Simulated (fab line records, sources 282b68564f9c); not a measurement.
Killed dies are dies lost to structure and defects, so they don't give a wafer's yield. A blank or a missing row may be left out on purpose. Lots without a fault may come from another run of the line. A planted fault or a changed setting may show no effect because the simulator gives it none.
Which tool did it? | flow rit_cmos | 7 lots, 21 wafers sampled, at 2 steps of a route of 202

WHAT THE GAUGES READ, wafer by wafer
RIT_SDANNEAL_RS_MEAS_04: measures by four-point-probe.
lot  | measured    | on            | PSD_RS (ohm/sq)
L760 | day 3 18:38 | film_metro-01 | 116.2 116.4 116.1
L763 | day 4 11:13 | film_metro-01 | 117.3 117.6 117.5
L769 | day 5 14:05 | film_metro-03 | 116.2 115.8 116.0
L775 | day 6 15:26 | film_metro-04 | 115.8 115.9 115.4
L777 | day 7 05:52 | film_metro-04 | 115.7 116.8 116.3
L779 | day 7 15:44 | film_metro-01 | 116.4 116.1 116.4
L781 | day 8 02:00 | film_metro-03 | 115.1 115.5 115.3

WHICH TOOL RAN EACH LOT (tool, then ch and the chambers of the sampled wafers, then the start)
lot  | RIT_PSD_IMPLANT_08
L760 | implanter-03 ch 0, day 3 17:50
L763 | implanter-03 ch 0, day 4 10:25
L769 | implanter-01 ch 0, day 5 13:13
L775 | implanter-02 ch 0, day 6 14:39
L777 | implanter-02 ch 0, day 7 05:03
L779 | implanter-01 ch 0, day 7 14:55
L781 | implanter-03 ch 0, day 8 01:07
- RIT_PSD_IMPLANT_08

THE ANSWER, worked out from the rows above alone
Rule: what is usual is taken from the lots themselves. Put in order of their means at a reading, lots are off if they are a third of the lots or fewer, leave a main group of 4 or more, and stand apart from it by a gap of 3 or more times the standard deviation of the main group's means; of several such gaps the widest counts. A main group whose means are all the same, to the digits that the tables above print for the reading, isn't used. A lot without any number at a reading at which 4 lots or more have one is off too. The other lots that the step has rows for count as sound.
Off: L763, at RIT_SDANNEAL_RS_MEAS_04 (PSD_RS). The main group: mean 116.0 ohm/sq, standard deviation 0.36.
A tool fits if, at a process step before that reading, it ran every lot that is off, and no sound lot after the first of them. The gauges at RIT_SDANNEAL_RS_MEAS_04 are tried like those tools. None of those tried fits.

WHAT THE SIMULATOR HAD PUT IN
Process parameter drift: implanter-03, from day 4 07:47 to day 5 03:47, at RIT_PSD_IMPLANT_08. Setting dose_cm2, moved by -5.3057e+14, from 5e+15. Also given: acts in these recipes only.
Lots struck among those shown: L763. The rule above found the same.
